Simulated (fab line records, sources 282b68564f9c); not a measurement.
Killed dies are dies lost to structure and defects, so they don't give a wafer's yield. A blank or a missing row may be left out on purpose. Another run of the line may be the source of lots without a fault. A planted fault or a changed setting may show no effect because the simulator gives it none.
Struck lot and sound lot, side by side || flow rit-cmos || 43 out of 202 route steps
Sound: the wafers L180.3, L180.4, L180.5. Struck: wafer L184.6 (left out: L184.1, L184.3 of the same lot, which were not struck); the cause appears at the end.
For every step that has rows: the tool of each side, followed by ch and its chambers, followed by its first start. Under that, the readings that differ: sound wafers || struck wafers || difference of the means || sigmas: that difference in standard deviations of wafers without a fault.
alike: words and numbers the same on both sides, and readings whose means are apart by under 2 such deviations; not compared: readings that were withheld, readings missing a value for some wafer, numbers with overlapping values and no deviation given by the record, and bounds like >300 which may hide the same value.
A row with sigmas, a row that says differs or no value, or rows on one side alone: a step with any of these is where the two part. Numbers that don't overlap but have no deviation are shown without sigmas and don't part them. A reading that every wafer of one side lacks parts them only if that side has two wafers or more.

first, 1 step without rows for these wafers: RIT_ACTIVE_OXIDATION_01 (target thk 46.8 nm, ox time 3317 s).
RIT_ACTIVE_THK_MEAS_02:
  sound: film-metro-01 at day 1 17:19; struck: film-metro-04 at day 2 13:03
  alike: ACTIVE_OXIDE_THK
then, 1 step without rows for these wafers: RIT_ACTIVE_CVD_03 (deposits Si3N4 from SiH2Cl2/NH3, target thk 150 nm, time 1500 s).
RIT_ACTIVE_THK_MEAS_04:
  sound: film-metro-01 at day 1 19:38; struck: film-metro-01 at day 2 14:32
  alike: ACTIVE_NITRIDE_THK
then, 6 steps without rows for these wafers: RIT_ACTIVE_HMDS_05 (prime time 60 s); RIT_ACTIVE_COAT_06 (resist thk 1000 nm); RIT_ACTIVE_SOFTBAKE_07 (time 60 s); RIT_ACTIVE_EXPOSE_08 (exposes mask M1, target cd 1400 nm); RIT_ACTIVE_PEB_09; RIT_ACTIVE_DEVELOP_10 (develop time 50 s).
RIT_ACTIVE_CD_MEAS_11: target cd 1400 nm.
  sound: cd-sem-02 at day 1 20:40; struck: cd-sem-01 at day 2 15:34
  alike: cd-nm
then, 1 step without rows for these wafers: RIT_ACTIVE_HARDBAKE_12 (time 60 s).
RIT_ACTIVE_ETCH_13: etches Si3N4 in SF6, stops on SiO2, time 210 s, target depth 210 nm.
  sound on rie-diel-04 ch 0,1,2, day 1 20:58; struck on rie-diel-04 ch 3, day 2 15:50
  alike: drypump-motor-current-A, oes-product-au, throttle-valve-pct
  not compared: rf-hours-counter-h
RIT_ACTIVE_STRIP_14: strips in O2, time 180 s.
  sound on plasma-asher-03 ch 0,1, day 1 21:09; struck on plasma-asher-02 ch 0, day 2 15:58
  alike: drypump-motor-current-A
  not compared: rf-hours-counter-h
RIT_ACTIVE_CD_MEAS_90: target cd 1400 nm.
  sound: cd-sem-02 at day 1 21:19; struck: cd-sem-01 at day 2 16:08
  alike: cd-nm
then, 4 steps without rows for these wafers: RIT_ACTIVE_CLEAN_15 (cleans in SC1, time 600 s); RIT_ACTIVE_CLEAN_16 (cleans in dHF, time 30 s); RIT_ACTIVE_CLEAN_17 (cleans in SC2, time 600 s); RIT_FOX1_OXIDATION_00 (target thk 350.7 nm, ox time 1130 s).
RIT_FOX1_THK_MEAS_01:
  sound: film-metro-03 at day 1 23:23; struck: film-metro-03 at day 2 20:06
  alike: FOX1_OXIDE_THK
then, 2 steps without rows for these wafers: RIT_FOX1_WET_ETCH_02 (etches SiO2 in BOE, target depth 350 nm, time 390 s); RIT_FOX2_OXIDATION_00 (target thk 350.7 nm, ox time 1082 s).
RIT_FOX2_THK_MEAS_01:
  sound: film-metro-03 at day 2 00:59; struck: film-metro-04 at day 2 21:35
  alike: FOX2_OXIDE_THK
then, 2 steps without rows for these wafers: RIT_FOX2_CLEAN_02 (cleans in dHF, time 180 s); RIT_FOX2_WET_ETCH_03 (etches Si3N4 in H3PO4, target depth 195 nm, time 2700 s).
RIT_FOX2_THK_MEAS_90:
  sound: film-metro-03 at day 2 01:52; struck: film-metro-04 at day 2 22:28
  alike: FIELD_OXIDE_LEFT_1_THK
then, 6 steps without rows for these wafers: RIT_NWELL_HMDS_00 (prime time 60 s); RIT_NWELL_COAT_01 (resist thk 1300 nm); RIT_NWELL_SOFTBAKE_02 (time 60 s); RIT_NWELL_EXPOSE_03 (exposes mask M2, target cd 43900 nm); RIT_NWELL_PEB_04; RIT_NWELL_DEVELOP_05 (develop time 68 s).
RIT_NWELL_OVL_MEAS_06:
  sound: overlay-02 at day 2 02:48; struck: overlay-01 at day 2 23:33
{"reading": "NWELL_OVL (nm)", "sound": "-1.0 -0.5 0.8", "struck": 2.5, "difference": "+2.7", "sigmas": "+2"}
then, 2 steps without rows for these wafers: RIT_NWELL_HARDBAKE_07 (time 120 s); RIT_NWELL_IMPLANT_08.
RIT_NWELL_STRIP_09: strips in O2, time 180 s.
  sound on plasma-asher-03 ch 0,1, day 2 03:17; struck on plasma-asher-01 ch 1, day 2 23:59
  alike: drypump-motor-current-A
  not compared: rf-hours-counter-h
RIT_NWELL_TW_MEAS_10:
  sound: film-metro-01 at day 2 03:25; struck: film-metro-03 at day 3 00:10
{"reading": "NWELL_TW", "sound": "2146 2151 2148", "struck": 2181, "difference": "+33", "sigmas": "+3"}
then, 5 steps without rows for these wafers: RIT_PWELL_HMDS_00 (prime time 60 s); RIT_PWELL_COAT_01 (resist thk 1300 nm); RIT_PWELL_SOFTBAKE_02 (time 60 s); RIT_PWELL_EXPOSE_03 (exposes mask M3, target cd 43700 nm); RIT_PWELL_PEB_04.
RIT_M1_PROBE_99:
  sound: prober-02 at day 3 15:43; struck: prober-02 at day 4 16:01
{"reading": "killed-at-front-end", "sound": "12 15 8", "struck": 40, "difference": "+28", "sigmas": "+9"}
{"reading": "killed-dies", "sound": "12 15 8", "struck": 40, "difference": "+28", "sigmas": "+9"}
  alike: killed-at-contacts, killed-open, killed-short

== WHERE THEY PART ==
At RIT_NWELL_OVL_MEAS_06 first; at RIT_M1_PROBE_99 last (within this record only).

WHY: the cause the simulator had injected
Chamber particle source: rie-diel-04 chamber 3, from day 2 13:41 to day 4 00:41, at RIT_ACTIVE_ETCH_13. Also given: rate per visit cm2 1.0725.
